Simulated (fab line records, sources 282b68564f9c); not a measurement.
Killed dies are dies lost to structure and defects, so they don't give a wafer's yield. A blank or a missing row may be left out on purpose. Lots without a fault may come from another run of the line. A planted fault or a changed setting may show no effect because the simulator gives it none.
fab line records | flow rit_cmos
record lots=6 wafers=18 last_day=7
route steps=202 shown ACTIVE@11 FOX1@20 FOX2@23 NWELL@28 PWELL@39 WELLDRIVE@50 SILICIDE@161 M1@202
lots that met no fault: from a run of the same line without faults
start_h: hours from the record's first day to the start of the lot's first wafer shown | wait_h: hours since the lot's step before | " the same as in the row above | L1.1+2: a row that stands for several wafers | - no value, or no start given | * or withheld: withheld | < > ~ a bound
route shown NAME@n: a module of which the file shows steps, and the number in the route of the first | usual: mean/standard deviation of fault-free wafers | same: alike in all rows | chamber/n: place in a boat | sites: the reading at each site | _std_site: their standard deviation | _edge_site: outer sites' mean less inner sites' | radius_mm: how far each site lies from the wafer's centre | mask NAME#n: copy n | behind: the tool/chamber that last shaped the wafer | hold: why the lot was held/for how many hours/how that ended | device: the transistor (n, p or np) that didn't switch | end of line: the same wafers' tests at the end of the route | a step without rows: its recipe alone | killed: dies lost to structure and defects at the first sort, not the wafer's yield | map: a wafer's dies, x killed, . not, _ none there
set.NAME: the setting as run; set.NAME@STEP: as run at that earlier step | model.NAME: the simulator's own value behind a step, which no gauge read
lots at some steps of the route; a table a step, a row a wafer
services: from which hour (start_h, from the record's first day; less than 0 if before it) a tool's chamber was out of use, for how many hours, and why
## steps
# step RIT_ACTIVE_DEVELOP_10
# recipe resist=NOVOLAK develop_time_s=50 dev_temp_c=23
# step RIT_ACTIVE_CD_MEAS_11
# recipe target_cd_nm=1400
# usual cd_nm=1399.7/2.5
# columns lot.wafer tool chamber start_h wait_h cd_nm
L549.1 cd_sem-02 - 16.26 - 1398.1
L549.5 " - " " 1396.6
L549.6 " - " " 1400.1
L554.3 cd_sem-02 - 40.02 - 1398.0
L554.4 " - " " 1401.1
L554.5 " - " " 1397.5
L555.2 cd_sem-02 - 45.76 - 1397.6
L555.3 " - " " 1397.3
L555.5 " - " " 1396.2
L557.3 cd_sem-02 - 54.96 - 1399.5
L557.5 " - " " 1398.5
L557.6 " - " " 1399.6
L568.1 cd_sem-02 - 109.44 - 1400.1
L568.2 " - " " 1400.7
L568.6 " - " " 1399.1
L571.1 cd_sem-01 - 124.61 - 1397.3
L571.2 " - " " 1398.3
L571.6 " - " " 1396.1
# step RIT_ACTIVE_HARDBAKE_12
# recipe resist=NOVOLAK temp_c=140 time_s=60
# step RIT_ACTIVE_ETCH_13
# recipe stop_on=SiO2 chemistry=SF6 target=Si3N4 time_s=210 over_etch_frac=0.4 SF6_flow_sccm=200 pressure_mtorr=260 rf_w=125 target_depth_a=2100
# usual drypump_motor_current_A=5.6/0.5 oes_product_au=0.816/0.015 throttle_valve_pct=7.52/0.1
# columns lot.wafer tool chamber start_h wait_h drypump_motor_current_A oes_product_au rf_hours_counter_h throttle_valve_pct
L549.1 rie_diel-04 0 16.53 0.1 5.0 0.825 78 7.69
L549.5 " 0 " " 5.0 0.838 - 7.68
L549.6 " 3 " " 5.3 0.802 - 7.45
L554.3 rie_diel-01 3 40.25 0.1 5.5 0.802 119 7.48
L554.4 " 1 " " 6.2 0.818 166 7.58
L554.5 " 3 " " 5.5 0.809 - 7.50
L555.2 rie_diel-01 3 46.01 0.1 5.5 0.813 120 7.48
L555.3 " 1 " " 6.3 0.827 166 7.56
L555.5 " 3 " " 5.5 0.813 - 7.50
L557.3 rie_diel-02 0 55.19 0.1 6.1 0.839 46 7.65
L557.5 " 1 " " 5.3 0.803 - 7.62
L557.6 " 2 " " 5.9 0.843 - 7.51
L568.1 rie_diel-01 0 109.71 0.1 6.0 0.798 3 7.57
L568.2 " 2 " " 6.1 0.805 106 7.57
L568.6 " 2 " " 6.1 0.806 - 7.56
L571.1 rie_diel-04 3 124.88 0.1 5.3 0.799 147 7.47
L571.2 " 1 " " 6.1 0.817 70 7.39
L571.6 " 1 " " 6.1 0.818 - 7.40
# step RIT_ACTIVE_STRIP_14
# recipe chemistry=O2 time_s=180 resist=NOVOLAK platen_temp_c=withheld power_w=500 pressure_mtorr=4000 o2_flow_sccm=4000
# usual drypump_motor_current_A=5.84/0.28
# columns lot.wafer tool chamber start_h wait_h drypump_motor_current_A rf_hours_counter_h
L549.1 plasma_asher-02 0 16.66 0.1 6.24 20
L549.5 " 0 " " 6.25 -
L549.6 " 1 " " 5.96 -
L554.3 plasma_asher-04 0 40.44 0.1 5.87 -
L554.4 " 1 " " 5.55 -
L554.5 " 0 " " 5.91 -
L555.2 plasma_asher-04 1 46.14 0.1 5.51 42
L555.3 " 0 " " 5.88 -
L555.5 " 0 " " 5.90 -
L557.3 plasma_asher-01 0 55.38 0.1 5.36 -
L557.5 " 0 " " 5.38 -
L557.6 " 1 " " 6.03 -
L568.1 plasma_asher-04 1 109.84 0.1 5.52 49
L568.2 " 0 " " 5.87 49
L568.6 " 0 " " 5.87 -
L571.1 plasma_asher-01 1 125.02 0.1 6.04 1
L571.2 " 0 " " 5.38 1
L571.6 " 1 " " 6.02 -
# step RIT_ACTIVE_CD_MEAS_90
# recipe target_cd_nm=1400
# usual cd_nm=1399.7/2.5
# columns lot.wafer tool chamber start_h wait_h cd_nm
L549.1 cd_sem-02 - 16.83 0.1 1397.3
L549.5 " - " " 1397.1
L549.6 " - " " 1399.9
L554.3 cd_sem-01 - 40.60 0.1 1398.0
L554.4 " - " " 1400.6
L554.5 " - " " 1397.2
L555.2 cd_sem-02 - 46.33 0.1 1397.4
L555.3 " - " " 1397.5
L555.5 " - " " 1396.2
L557.3 cd_sem-02 - 55.53 0.1 1399.3
L557.5 " - " " 1398.6
L557.6 " - " " 1399.1
L568.1 cd_sem-01 - 110.02 0.1 1400.4
L568.2 " - " " 1400.7
L568.6 " - " " 1399.8
L571.1 cd_sem-02 - 125.19 0.1 1397.7
L571.2 " - " " 1397.9
L571.6 " - " " 1396.6
# step RIT_ACTIVE_CLEAN_15
# recipe chemistry=SC1 mix=3:3:50 time_s=600 temp_c=75
# step RIT_ACTIVE_CLEAN_16
# recipe chemistry=dHF dilution=50:1 time_s=30
# step RIT_ACTIVE_CLEAN_17
# recipe chemistry=SC2 mix=3:3:50 time_s=600 temp_c=75 dry=n2_spin
# step RIT_FOX1_OXIDATION_00
# recipe temp_c=1100 ambient=H2O target_thk_a=3507 p_h2o_torr=720 ox_time_s=1130
# step RIT_FOX1_THK_MEAS_01
# recipe reads=SiO2_of_FOX1_OXIDATION_00
# usual FOX1_OXIDE_THK=345/6.8
# columns lot.wafer tool chamber start_h wait_h FOX1_OXIDE_THK[nm]
L549.1 film_metro-02 - 18.65 0.0 353
L549.5 " - " " 355
L549.6 " - " " 356
L554.3 film_metro-03 - 42.87 0.0 355
L554.4 " - " " 353
L554.5 " - " " 355
L555.2 film_metro-02 - 48.12 0.0 346
L555.3 " - " " 342
L555.5 " - " " 344
L557.3 film_metro-03 - 57.31 0.0 344
L557.5 " - " " 342
L557.6 " - " " 349
L568.1 film_metro-03 - 111.85 0.0 339
L568.2 " - " " 336
L568.6 " - " " 339
L571.1 film_metro-02 - 127.74 0.0 350
L571.2 " - " " 345
L571.6 " - " " 346
# step RIT_FOX1_WET_ETCH_02
# recipe chemistry=BOE target_depth_nm=350 time_s=390 temp_c=21.5 dry=n2_spin dilution=10:1 target=SiO2
# step RIT_FOX2_OXIDATION_00
# recipe temp_c=1100 ambient=H2O target_thk_a=3507 p_h2o_torr=720 ox_time_s=1130
# usual ox_time_s=1130/0 spike_tc_source_C=1125.0/1.4
# columns lot.wafer tool chamber start_h wait_h ox_time_s spike_tc_source_C model.SiO2_of_FOX2_OXIDATION_00.thk_nm model.Si3N4_of_ACTIVE_CVD_03.thk_nm
L549.1 furnace-02 0 18.83 0.0 1130 1126.4 350.7 132.2
L549.5 " 0 " " 1130 1127.4 352 131.7
L549.6 " 0 " " 1130 1125.8 352.1 132.3
L554.3 furnace-03 0 43.03 0.0 1130 1124.1 343.4 128.5
L554.4 " 0 " " 1130 1122.9 337.8 129.3
L554.5 " 0 " " 1130 1127.0 332.3 130
L555.2 furnace-01 0 49.03 0.6 1130 1123.6 331.2 130.2
L555.3 " 0 " " 1130 1126.9 333.7 131.3
L555.5 " 0 " " 1130 1124.6 324.8 130.2
L557.3 furnace-02 0 57.47 0.0 1130 1128.2 357.8 132.7
L557.5 " 0 " " 1130 1126.8 356.1 131.5
L557.6 " 0 " " 1130 1127.6 353.2 131.6
L568.1 furnace-01 0 112.04 0.0 2147 1123.6 487.6 127.1
L568.2 " 0 " " 2147 1124.8 494.6 125.5
L568.6 " 0 " " 2147 1124.5 491.7 125.3
L571.1 furnace-01 0 127.92 0.0 2147 1123.9 504.9 127.7
L571.2 " 0 " " 2147 1125.0 505 128.7
L571.6 " 0 " " 2147 1125.8 494.3 130.1
# step RIT_FOX2_THK_MEAS_01
# recipe reads=SiO2_of_FOX2_OXIDATION_00
# usual FOX2_OXIDE_THK=345/7.3
# columns lot.wafer tool chamber start_h wait_h FOX2_OXIDE_THK[nm]
L549.1 film_metro-04 - 20.14 0.0 350
L549.5 " - " " 352
L549.6 " - " " 352
L554.3 film_metro-04 - 44.36 0.0 344
L554.4 " - " " 338
L554.5 " - " " 332
L555.2 film_metro-02 - 50.36 0.0 331
L555.3 " - " " 334
L555.5 " - " " 325
L557.3 film_metro-02 - 58.81 0.0 358
L557.5 " - " " 356
L557.6 " - " " 353
L568.1 film_metro-04 - 113.35 0.0 487
L568.2 " - " " 495
L568.6 " - " " 492
L571.1 film_metro-02 - 129.23 0.0 505
L571.2 " - " " 505
L571.6 " - " " 495
# step RIT_FOX2_CLEAN_02
# recipe chemistry=dHF dilution=50:1 time_s=180
# columns lot.wafer tool chamber start_h wait_h model.Si3N4_of_ACTIVE_CVD_03.thk_nm
L549.1 wet_bench-04 2 20.20 0.1 131.7
L549.5 " 2 " " 131.3
L549.6 " 2 " " 131.9
L554.3 wet_bench-02 1 44.40 0.0 128.1
L554.4 " 1 " " 128.8
L554.5 " 1 " " 129.6
L555.2 wet_bench-02 2 50.41 0.0 129.8
L555.3 " 2 " " 130.9
L555.5 " 2 " " 129.7
L557.3 wet_bench-02 2 58.85 0.0 132.3
L557.5 " 2 " " 131
L557.6 " 2 " " 131.2
L568.1 wet_bench-02 3 113.41 0.1 126.6
L568.2 " 3 " " 125.1
L568.6 " 3 " " 124.9
L571.1 wet_bench-02 3 129.29 0.1 127.3
L571.2 " 3 " " 128.2
L571.6 " 3 " " 129.6
# step RIT_FOX2_WET_ETCH_03
# recipe chemistry=H3PO4 target=Si3N4 target_depth_nm=195 temp_c=165 time_s=2700
# step RIT_FOX2_THK_MEAS_90
# recipe reads=SiO2_of_FOX2_OXIDATION_00
# usual FIELD_OXIDE_LEFT_1_THK=317/7.3
# columns lot.wafer tool chamber start_h wait_h FIELD_OXIDE_LEFT_1_THK[nm]
L549.1 film_metro-04 - 21.02 0.0 324
L549.5 " - " " 325
L549.6 " - " " 326
L554.3 film_metro-02 - 45.24 0.0 316
L554.4 " - " " 310
L554.5 " - " " 305
L555.2 film_metro-03 - 51.99 0.0 304
L555.3 " - " " 306
L555.5 " - " " 297
L557.3 film_metro-02 - 59.69 0.0 331
L557.5 " - " " 329
L557.6 " - " " 326
L568.1 film_metro-03 - 114.23 0.0 461
L568.2 " - " " 467
L568.6 " - " " 464
L571.1 film_metro-02 - 130.12 0.0 478
L571.2 " - " " 478
L571.6 " - " " 468
# step RIT_NWELL_HMDS_00
# recipe prime_time_s=60 prime_temp_c=140
# step RIT_NWELL_COAT_01
# recipe resist=NOVOLAK spin_rpm=2000 resist_thk_nm=1300
# step RIT_NWELL_SOFTBAKE_02
# recipe resist=NOVOLAK temp_c=90 time_s=60
# step RIT_NWELL_EXPOSE_03
# recipe mask_id=M2 na=0.57 target_cd_nm=43900 dose_mj=250
# step RIT_NWELL_PEB_04
# recipe resist=NOVOLAK temp_c=withheld time_s=withheld
# step RIT_NWELL_DEVELOP_05
# recipe resist=NOVOLAK develop_time_s=68 dev_temp_c=23
# step RIT_NWELL_OVL_MEAS_06
# usual NWELL_OVL=0.7/1.1
# columns lot.wafer tool chamber start_h wait_h NWELL_OVL[nm]
L549.1 overlay-01 - 22.09 - 0.0
L549.5 " - " " 1.6
L549.6 " - " " -0.4
L554.3 overlay-01 - 46.20 - 2.1
L554.4 " - " " 1.2
L554.5 " - " " 1.0
L555.2 overlay-02 - 53.05 - 0.8
L555.3 " - " " 1.1
L555.5 " - " " 0.1
L557.3 overlay-02 - 60.74 - 1.9
L557.5 " - " " -0.3
L557.6 " - " " 0.2
L568.1 overlay-01 - 115.17 - 1.1
L568.2 " - " " 0.0
L568.6 " - " " -0.5
L571.1 overlay-02 - 131.36 - 0.8
L571.2 " - " " 0.7
L571.6 " - " " 1.7
# step RIT_NWELL_HARDBAKE_07
# recipe resist=NOVOLAK temp_c=140 time_s=120
# step RIT_NWELL_IMPLANT_08
# recipe species=P energy_kev=170 dose_cm2=5e+13 tilt_deg=7
# step RIT_NWELL_STRIP_09
# recipe chemistry=O2 time_s=180 resist=NOVOLAK platen_temp_c=withheld power_w=500 pressure_mtorr=4000 o2_flow_sccm=4000
# usual drypump_motor_current_A=5.62/0.3
# columns lot.wafer tool chamber start_h wait_h drypump_motor_current_A rf_hours_counter_h
L549.1 plasma_asher-04 0 22.52 0.1 5.92 40
L549.5 " 1 " " 5.53 -
L549.6 " 0 " " 5.89 -
L554.3 plasma_asher-01 0 46.68 0.1 5.37 -
L554.4 " 1 " " 6.04 -
L554.5 " 0 " " 5.35 -
L555.2 plasma_asher-01 0 53.48 0.1 5.39 40
L555.3 " 0 " " 5.38 -
L555.5 " 0 " " 5.38 -
L557.3 plasma_asher-04 1 61.23 0.1 5.53 -
L557.5 " 1 " " 5.53 -
L557.6 " 0 " " 5.84 -
L568.1 plasma_asher-04 0 115.64 0.1 5.87 50
L568.2 " 1 " " 5.52 50
L568.6 " 1 " " 5.53 -
L571.1 plasma_asher-01 1 131.79 0.1 6.03 1
L571.2 " 0 " " 5.35 1
L571.6 " 0 " " 5.36 -
# step RIT_NWELL_TW_MEAS_10
# usual NWELL_TW=2152/17
# columns lot.wafer tool chamber start_h wait_h NWELL_TW
L549.1 film_metro-04 - 22.70 0.1 2124
L549.5 " - " " 2119
L549.6 " - " " 2125
L554.3 film_metro-02 - 46.82 0.1 2162
L554.4 " - " " 2175
L554.5 " - " " 2173
L555.2 film_metro-04 - 53.67 0.1 2143
L555.3 " - " " 2140
L555.5 " - " " 2137
L557.3 film_metro-02 - 61.36 0.1 2167
L557.5 " - " " 2175
L557.6 " - " " 2172
L568.1 film_metro-04 - 115.81 0.1 2150
L568.2 " - " " 2141
L568.6 " - " " 2138
L571.1 film_metro-04 - 131.97 0.1 2151
L571.2 " - " " 2145
L571.6 " - " " 2143
# step RIT_PWELL_HMDS_00
# recipe prime_time_s=60 prime_temp_c=140
# step RIT_PWELL_COAT_01
# recipe resist=NOVOLAK spin_rpm=2000 resist_thk_nm=1300
# step RIT_PWELL_SOFTBAKE_02
# recipe resist=NOVOLAK temp_c=90 time_s=60
# step RIT_PWELL_EXPOSE_03
# recipe mask_id=M3 na=0.57 target_cd_nm=43700 dose_mj=250
# step RIT_PWELL_PEB_04
# recipe resist=NOVOLAK temp_c=withheld time_s=withheld
# step RIT_PWELL_DEVELOP_05
# recipe resist=NOVOLAK develop_time_s=68 dev_temp_c=23
# step RIT_PWELL_OVL_MEAS_06
# usual PWELL_OVL=1.2/1.7
# columns lot.wafer tool chamber start_h wait_h PWELL_OVL[nm]
L549.1 overlay-01 - 23.64 - 2.7
L549.5 " - " " -0.4
L549.6 " - " " 1.4
L554.3 overlay-01 - 47.88 - 2.0
L554.4 " - " " 2.0
L554.5 " - " " 2.3
L555.2 overlay-02 - 54.73 - -1.1
L555.3 " - " " 0.8
L555.5 " - " " 2.5
L557.3 overlay-02 - 62.52 - 3.6
L557.5 " - " " 2.2
L557.6 " - " " 0.8
L568.1 overlay-01 - 116.75 - 0.5
L568.2 " - " " 0.3
L568.6 " - " " 1.6
L571.1 overlay-02 - 132.91 - 4.0
L571.2 " - " " 0.6
L571.6 " - " " 2.4
# step RIT_PWELL_HARDBAKE_07
# recipe resist=NOVOLAK temp_c=140 time_s=120
# step RIT_PWELL_IMPLANT_08
# recipe species=B energy_kev=170 dose_cm2=7e+13 tilt_deg=7
# step RIT_PWELL_STRIP_09
# recipe chemistry=O2 time_s=180 resist=NOVOLAK platen_temp_c=withheld power_w=500 pressure_mtorr=4000 o2_flow_sccm=4000
# usual drypump_motor_current_A=5.7/0.35
# columns lot.wafer tool chamber start_h wait_h drypump_motor_current_A rf_hours_counter_h
L549.1 plasma_asher-02 1 24.10 0.1 6.0 21
L549.5 " 0 " " 6.3 -
L549.6 " 1 " " 6.0 -
L554.3 plasma_asher-02 0 48.36 0.1 6.3 -
L554.4 " 1 " " 6.0 -
L554.5 " 1 " " 6.0 -
L555.2 plasma_asher-04 1 55.19 0.1 5.5 43
L555.3 " 0 " " 5.9 -
L555.5 " 1 " " 5.5 -
L557.3 plasma_asher-04 0 63.00 0.1 5.9 -
L557.5 " 1 " " 5.5 -
L557.6 " 0 " " 5.9 -
L568.1 plasma_asher-03 1 117.19 0.1 5.5 49
L568.2 " 0 " " 5.2 49
L568.6 " 0 " " 5.2 -
L571.1 plasma_asher-03 1 133.34 0.1 5.5 51
L571.2 " 0 " " 5.2 51
L571.6 " 0 " " 5.2 -
# step RIT_PWELL_TW_MEAS_10
# usual PWELL_TW=956/6.9
# columns lot.wafer tool chamber start_h wait_h PWELL_TW
L549.1 film_metro-01 - 24.27 0.1 960
L549.5 " - " " 959
L549.6 " - " " 959
L554.3 film_metro-04 - 48.50 0.1 951
L554.4 " - " " 949
L554.5 " - " " 951
L555.2 film_metro-01 - 55.37 0.1 959
L555.3 " - " " 962
L555.5 " - " " 956
L557.3 film_metro-02 - 63.14 0.1 961
L557.5 " - " " 961
L557.6 " - " " 957
L568.1 film_metro-01 - 117.36 0.1 955
L568.2 " - " " 957
L568.6 " - " " 951
L571.1 film_metro-01 - 133.52 0.1 953
L571.2 " - " " 954
L571.6 " - " " 957
# step RIT_WELLDRIVE_ANNEAL_00
# recipe temp_c=1100 time_s=14700 ambient=N2
# step RIT_WELLDRIVE_RS_MEAS_01
# recipe thk_meas_gauge=four-point-probe
# usual NWELL_RS=275.3/0.85
# columns lot.wafer tool chamber start_h wait_h NWELL_RS[ohm/sq]
L549.1 film_metro-04 - 29.65 0.0 275.3
L549.5 " - " " 275.7
L549.6 " - " " 275.7
L554.3 film_metro-02 - 54.14 0.0 275.5
L554.4 " - " " 275.0
L554.5 " - " " 275.0
L555.2 film_metro-02 - 60.52 0.0 275.5
L555.3 " - " " 275.8
L555.5 " - " " 274.8
L557.3 film_metro-01 - 68.30 0.0 274.6
L557.5 " - " " 274.4
L557.6 " - " " 274.8
L568.1 film_metro-01 - 122.51 0.0 275.1
L568.2 " - " " 274.5
L568.6 " - " " 274.4
L571.1 film_metro-01 - 138.97 0.0 274.9
L571.2 " - " " 275.3
L571.6 " - " " 274.8
# step RIT_WELLDRIVE_RS_MEAS_02
# recipe thk_meas_gauge=four-point-probe
# usual PWELL_RS=429.7/1.1
# columns lot.wafer tool chamber start_h wait_h PWELL_RS[ohm/sq]
L549.1 film_metro-04 - 29.77 0.1 431.7
L549.5 " - " " 431.4
L549.6 " - " " 432.2
L554.3 film_metro-02 - 54.26 0.1 430.2
L554.4 " - " " 428.6
L554.5 " - " " 430.5
L555.2 film_metro-02 - 60.64 0.1 429.1
L555.3 " - " " 428.2
L555.5 " - " " 429.4
L557.3 film_metro-01 - 68.42 0.1 431.3
L557.5 " - " " 430.4
L557.6 " - " " 429.7
L568.1 film_metro-01 - 122.63 0.1 430.0
L568.2 " - " " 430.7
L568.6 " - " " 429.8
L571.1 film_metro-01 - 139.09 0.1 429.2
L571.2 " - " " 429.3
L571.6 " - " " 427.9
# step RIT_FOX2_THK_MEAS_91
# recipe reads=SiO2_of_FOX2_OXIDATION_00
# usual FIELD_OXIDE_LEFT_2_THK=249/7.4
# columns lot.wafer tool chamber start_h wait_h FIELD_OXIDE_LEFT_2_THK[nm]
L549.1 film_metro-03 - 33.82 0.0 257
L549.5 " - " " 258
L549.6 " - " " 258
L554.3 film_metro-04 - 58.21 0.0 248
L554.4 " - " " 242
L554.5 " - " " 237
L555.2 film_metro-04 - 64.40 0.0 235
L555.3 " - " " 238
L555.5 " - " " 229
L557.3 film_metro-03 - 72.44 0.0 262
L557.5 " - " " 259
L557.6 " - " " 257
L568.1 film_metro-02 - 126.28 0.0 392
L568.2 " - " " 400
L568.6 " - " " 396
L571.1 film_metro-03 - 142.94 0.0 409
L571.2 " - " " 409
L571.6 " - " " 398
# step RIT_SILICIDE_WET_ETCH_00
# recipe chemistry=BOE target=SiO2 target_depth_nm=14 time_s=15 dry=n2_spin dilution=10:1 temp_c=21.5
# columns lot.wafer tool chamber start_h wait_h model.SiO2_of_FOX2_OXIDATION_00.thk_nm
L549.1 wet_bench-01 3 51.04 0.1 152.3
L549.5 " 3 " " 152.2
L549.6 " 3 " " 152.8
L554.3 wet_bench-01 1 75.21 0.1 144
L554.4 " 1 " " 137.9
L554.5 " 1 " " 132.7
L555.2 wet_bench-01 0 82.57 0.1 129.6
L555.3 " 0 " " 132.6
L555.5 " 0 " " 124.1
L557.3 wet_bench-02 1 92.49 0.1 156.1
L557.5 " 1 " " 154.3
L557.6 " 1 " " 151.8
L568.1 wet_bench-01 3 146.41 0.1 288.7
L568.2 " 3 " " 295.4
L568.6 " 3 " " 291.4
L571.1 wet_bench-02 0 160.90 0.1 304.6
L571.2 " 0 " " 303.8
L571.6 " 0 " " 294.8
# step RIT_M1_PROBE_99
# usual killed_at_M0_to_M3=0.0/0.14 killed_at_contacts=0.0/0.22 killed_at_front_end=7/3 killed_dies=7/3.1 killed_open=3.4/2.1 killed_short=3.2/1.9
# same gross_dies=264 killed_at_M4_up=0 killed_at_back_side=0 killed_at_other=0
# columns lot.wafer tool chamber start_h wait_h killed_at_M0_to_M3 killed_at_contacts killed_at_front_end killed_dies killed_open killed_short model.etest.pldd.width_nm model.etest.nldd.width_nm model.etest.nplus_sal.width_nm model.etest.pplus_sal.width_nm model.etest.pwell.rs_ohm_sq model.etest.nmos_narrow.drive_ua_um model.etest.pmos_narrow.drive_ua_um model.etest.field_n.vt_v
L549.1 prober-01 - 58.45 0.1 0 0 5 5 2 3 3185 3195 3452 3448 412 235 108.3 34.84
L549.5 prober-01 - 58.65 0.2 0 0 3 3 2 1 3195 3188 3474 3464 413.1 240.1 108.4 34.96
L549.6 prober-01 - 58.70 0.2 0 0 6 6 5 1 3190 3187 3458 3448 413.6 236.5 106.8 35.04
L554.3 prober-01 - 82.22 0.2 0 0 6 6 3 3 3201 3202 3447 3433 414.4 233 107.6 33.82
L554.4 prober-01 - 82.27 0.2 0 0 4 4 3 1 3177 3198 3451 3445 407.1 231.4 106.2 33.05
L554.5 prober-01 - 82.32 0.2 0 0 3 3 1 2 3200 3198 3428 3489 407.2 234.4 106.6 32.28
L555.2 prober-02 - 90.15 0.1 0 0 6 6 2 4 3209 3210 3466 3475 407.1 228.3 100.4 32.16
L555.3 prober-02 - 90.20 0.2 0 1 11 12 8 4 3222 3220 3491 3461 404.2 228.1 102 32.61
L555.5 prober-02 - 90.30 0.2 0 0 10 10 5 5 3198 3217 3468 3472 404.3 228.6 99.88 31.35
L557.3 prober-02 - 99.66 0.2 0 0 8 8 5 3 3194 3198 3464 3462 416.8 233.9 105.8 35.39
L557.5 prober-02 - 99.76 0.2 0 0 7 7 3 4 3199 3207 3476 3479 422.1 236.9 109.3 35.19
L557.6 prober-02 - 99.81 0.2 1 0 9 10 5 5 3189 3195 3445 3440 419.4 231.1 105.3 34.88
L568.1 prober-01 - 153.29 0.1 0 0 2 2 1 1 2977 2942 3334 3328 513.8 183.3 79.54 48.41
L568.2 prober-01 - 153.34 0.1 0 0 5 5 1 4 2956 2966 3320 3316 527.1 181.1 78.09 48.59
L568.6 prober-01 - 153.54 0.2 0 0 3 3 2 1 2957 2952 3324 3322 527.1 183.9 80.16 48.47
L571.1 prober-02 - 168.67 0.1 0 0 4 4 3 1 2939 2940 3296 3291 562.3 184.1 81.25 48.17
L571.2 prober-02 - 168.72 0.1 0 0 13 13 7 6 2917 2918 3330 3309 561.3 185.5 82.14 48.12
L571.6 prober-02 - 168.92 0.2 0 0 2 2 1 1 2953 2954 3322 3325 536.8 186.6 84.13 48.12
# killed by level:class
L549.1 GATE:geometric_particle:short=3 FOX2:geometric_particle:open=1 GATE:geometric_particle:open=1
L549.5 GATE:geometric_particle:open=1 REOX:geometric_particle:short=1 REOX:geometric_particle:open=1
L549.6 GATE:geometric_particle:open=3 FOX1:geometric_particle:open=1 REOX:geometric_particle:short=1 REOX:geometric_particle:open=1
L554.3 GATE:geometric_particle:short=2 FOX1:geometric_particle:short=1 FOX1:geometric_particle:open=1 FOX2:geometric_particle:open=1 REOX:geometric_particle:open=1
L554.4 FOX1:geometric_particle:open=1 GATE:geometric_particle:open=1 GATE:geometric_particle:short=1 SILICIDE:geometric_particle:open=1
L554.5 GATE:geometric_particle:open=1 GATE:geometric_particle:short=1 REOX:geometric_particle:short=1
L555.2 GATE:geometric_particle:short=2 GATE:geometric_particle:open=1 REOX:geometric_particle:open=1 SPACER:geometric_particle:short=1 SILICIDE:geometric_particle:short=1
L555.3 SILICIDE:geometric_particle:open=4 GATE:geometric_particle:open=3 FOX1:geometric_particle:open=1 GATE:geometric_particle:short=1 SPACER:geometric_particle:short=1 SILICIDE:geometric_particle:short=1 CONTACT:geometric_particle:short=1
L555.5 GATE:geometric_particle:open=4 FOX2:geometric_particle:short=3 FOX1:geometric_particle:short=1 FOX2:geometric_particle:open=1 GATE:geometric_particle:short=1
L557.3 GATE:geometric_particle:open=3 GATE:geometric_particle:short=2 FOX1:geometric_particle:open=1 FOX2:geometric_particle:open=1 REOX:geometric_particle:short=1
L557.5 GATE:geometric_particle:short=2 SILICIDE:geometric_particle:open=2 FOX2:geometric_particle:short=1 GATE:geometric_particle:open=1 SILICIDE:geometric_particle:short=1
L557.6 GATE:geometric_particle:open=3 FOX1:geometric_particle:short=2 SILICIDE:geometric_particle:short=2 REOX:geometric_particle:short=1 SPACER:geometric_particle:open=1 M1:geometric_particle:open=1
L568.1 FOX1:geometric_particle:short=1 FOX2:geometric_particle:open=1
L568.2 GATE:geometric_particle:short=2 FOX2:geometric_particle:short=1 GATE:geometric_particle:open=1 SPACER:geometric_particle:short=1
L568.6 FOX2:geometric_particle:short=1 GATE:geometric_particle:open=1 REOX:geometric_particle:open=1
L571.1 FOX2:geometric_particle:open=1 GATE:geometric_particle:short=1 REOX:geometric_particle:open=1 SILICIDE:geometric_particle:open=1
L571.2 FOX1:geometric_particle:open=3 GATE:geometric_particle:short=3 GATE:geometric_particle:open=3 FOX1:geometric_particle:short=1 SPACER:geometric_particle:short=1 SILICIDE:geometric_particle:open=1 SILICIDE:geometric_particle:short=1
L571.6 GATE:geometric_particle:open=1 REOX:geometric_particle:short=1
## services
# columns tool chamber start_h hours kind
rie_diel-02 - 5.74 30.8 repair
furnace-02 - 10.57 3.2 pm
plasma_asher-01 - 17.66 12.7 repair
rie_diel-01 2 45.27 48.3 repair
rie_diel-02 - 49.11 2.8 pm
plasma_asher-04 - 71.49 0.9 repair
furnace-01 - 76.94 2.8 pm
wet_bench-04 - 82.53 3.8 repair
rie_diel-01 1 93.58 - clean
rie_diel-01 1 93.58 25.0 scheduled_down
rie_diel-01 1 93.58 25.0 vent_cycle
plasma_asher-01 - 108.75 9.0 pm
plasma_asher-01 0 108.75 9.0 vent_cycle
plasma_asher-01 1 108.75 9.0 vent_cycle
plasma_asher-03 - 114.87 0.8 repair
plasma_asher-01 0 117.75 - clean
plasma_asher-01 1 117.75 - clean
wet_bench-04 - 122.70 1.9 pm
rie_diel-01 - 126.74 0.5 repair
furnace-03 - 131.14 3.7 pm
furnace-03 - 139.86 2.1 pm
rie_diel-04 2 144.36 2.7 repair
plasma_asher-02 - 153.84 2.0 repair
rie_diel-04 3 158.52 - clean
## key
first_sign step=RIT_FOX2_OXIDATION_00 reading=ox_time_s direction=up sigmas=99+ usual=* struck=*
effect step=RIT_FOX2_THK_MEAS_01 reading=FOX2_OXIDE_THK direction=up sigmas=21 usual=345 struck=496
effect step=RIT_FOX2_THK_MEAS_90 reading=FIELD_OXIDE_LEFT_1_THK direction=up sigmas=21 usual=317 struck=469
effect step=RIT_FOX2_THK_MEAS_91 reading=FIELD_OXIDE_LEFT_2_THK direction=up sigmas=21 usual=249 struck=401
model_effect step=RIT_FOX2_OXIDATION_00 value=SiO2_of_FOX2_OXIDATION_00.thk_nm without=335.3 struck=496.3
model_effect step=RIT_FOX2_CLEAN_02 value=Si3N4_of_ACTIVE_CVD_03.thk_nm without=130 struck=127
model_effect step=RIT_SILICIDE_WET_ETCH_00 value=SiO2_of_FOX2_OXIDATION_00.thk_nm without=135.4 struck=296.5
model_effect step=RIT_M1_PROBE_99 value=etest.pldd.width_nm without=3210 struck=2950
met_at RIT_FOX2_OXIDATION_00
struck_wafers L568.1,L568.2,L568.6,L571.1,L571.2,L571.6
tester_left_out L568,L571
onset_between 49.03 112.04
fault kind=process_parameter_drift tool=furnace-01 chamber=- onset_h=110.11 steps=RIT_FOX2_OXIDATION_00 channel=ox_time_s offset=* shape=step end_h=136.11 acts_in=* stated=*
# tester_left_out: of these lots the tester's yield and bins aren't shown, on N5 and GAA mostly nor the transistor test; their killed dies are dies lost to structure and defects alone, not to doping, threshold or leakage, so they don't give the yield
